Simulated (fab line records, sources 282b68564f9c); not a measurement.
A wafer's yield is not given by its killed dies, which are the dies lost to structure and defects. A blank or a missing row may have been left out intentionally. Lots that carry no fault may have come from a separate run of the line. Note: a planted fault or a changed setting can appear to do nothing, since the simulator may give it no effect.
What tool caused it?	flow rit cmos	Sampling: 14 lots, 42 wafers, 2 of 202 route steps

WHAT THE GAUGES READ, wafer by wafer
RIT_GATE_THK_MEAS_07. Usual: for GATE_OXIDE_THK the level is 3.00 nm and the standard deviation is 0.054.
lot	measured	on	GATE_OXIDE_THK (nm)	flag
L968	day 2 09:24	film metro-03	3.00 3.05 3.03	
L970	day 2 19:55	film metro-04	3.05 3.07 3.08	
L972	day 3 09:04	film metro-03	3.13 3.05 3.02	
L973	day 3 10:55	film metro-03	2.99 2.99 3.04	
L976	day 4 02:45	film metro-03	3.03 2.99 3.08	
L977	day 4 08:16	film metro-04	2.90 2.98 2.90	
L978	day 4 11:32	film metro-03	2.94 2.91 2.95	
L979	day 4 17:07	film metro-03	3.03 2.98 2.94	
L981	day 5 02:52	film metro-04	3.03 2.99 2.98	
L982	day 5 07:57	film metro-01	4.04 4.05 3.99	OFF
L984	day 5 18:53	film metro-01	2.91 2.91 2.88	
L986	day 6 04:08	film metro-03	3.02 3.00 2.98	
L987	day 6 09:08	film metro-01	4.05 4.01 4.10	OFF
L991	day 7 09:40	film metro-01	2.94 3.02 3.02	

WHAT TOOL EACH LOT RAN ON (gives the tool, then ch and the chambers of the sampled wafers, and finally the start)
lot	RIT_GATE_OXIDATION_05
L968	furnace-02 ch 0, day 2 08:03
L970	furnace-01 ch 0, day 2 18:35
L972	furnace-04 ch 0, day 3 05:12
L973	furnace-02 ch 0, day 3 09:34
L976	furnace-01 ch 0, day 4 01:26
L977	furnace-02 ch 0, day 4 06:56
L978	furnace-02 ch 0, day 4 10:11
L979	furnace-01 ch 0, day 4 15:23
L981	furnace-04 ch 0, day 5 01:32
L982	furnace-02 ch 0, day 5 06:38
L984	furnace-04 ch 0, day 5 17:32
L986	furnace-01 ch 0, day 6 02:47
L987	furnace-02 ch 0, day 6 07:49
L991	furnace-01 ch 0, day 7 08:20
- RIT_GATE_OXIDATION_05: target thk 3 nm, ox time 270 s.

AS READ BY THE TOOLS THEMSELVES (means over the sampled wafers that have a number; for cases with no such wafer, the mark the record gives instead)
RIT_GATE_OXIDATION_05. Usual: ox temp c 900.0 C, standard deviation 0.38; zone power centre pct 43 %, standard deviation 3.7.
lot	tool	ox temp c (C)	zone power centre pct (%)	flag
L968	furnace-02	899.3	38	
L970	furnace-01	899.5	45	
L972	furnace-04	900.1	47	
L973	furnace-02	900.2	39	
L976	furnace-01	899.8	44	
L977	furnace-02	899.6	38	
L978	furnace-02	900.2	39	
L979	furnace-01	899.5	44	
L981	furnace-04	899.9	48	
L982	furnace-02	899.9	39	
L984	furnace-04	900.3	48	
L986	furnace-01	900.2	44	
L987	furnace-02	900.4	39	
L991	furnace-01	899.9	44	

THE ANSWER, worked out from the rows above alone
Rule: lot off if the mean of its wafers having a number is beyond 3 standard deviations from the usual mean. Also off: a lot with no number at a reading for which 4 or more lots have one. All remaining lots with rows at the step are treated as sound. After the gauges, taken in route order, come the tools' own readings; for these a lot's mean is taken, as printed above. The first step at which some lot is off is used, and at that step the reading that is off furthest; a lot without a number counts as furthest.
Off: L982, L987, seen at RIT_GATE_THK_MEAS_07 (GATE_OXIDE_THK).
If a tool, at a process step before that reading, ran all the lots that are off and no sound lot after the first of them, it fits. The gauges at RIT_GATE_THK_MEAS_07 are tried like those tools. One candidate fits, namely furnace-02 at RIT_GATE_OXIDATION_05. Its last sound lot is L978 (day 4 10:11), its first lot that is off L982 (day 5 06:38): a fault that began between those two fits.

WHAT THE SIMULATOR PUT IN
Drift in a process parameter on furnace-02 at RIT_GATE_OXIDATION_05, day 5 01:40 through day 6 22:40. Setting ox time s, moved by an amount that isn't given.
Shown lots that were struck: L982, L987. The rule given above showed the same thing.
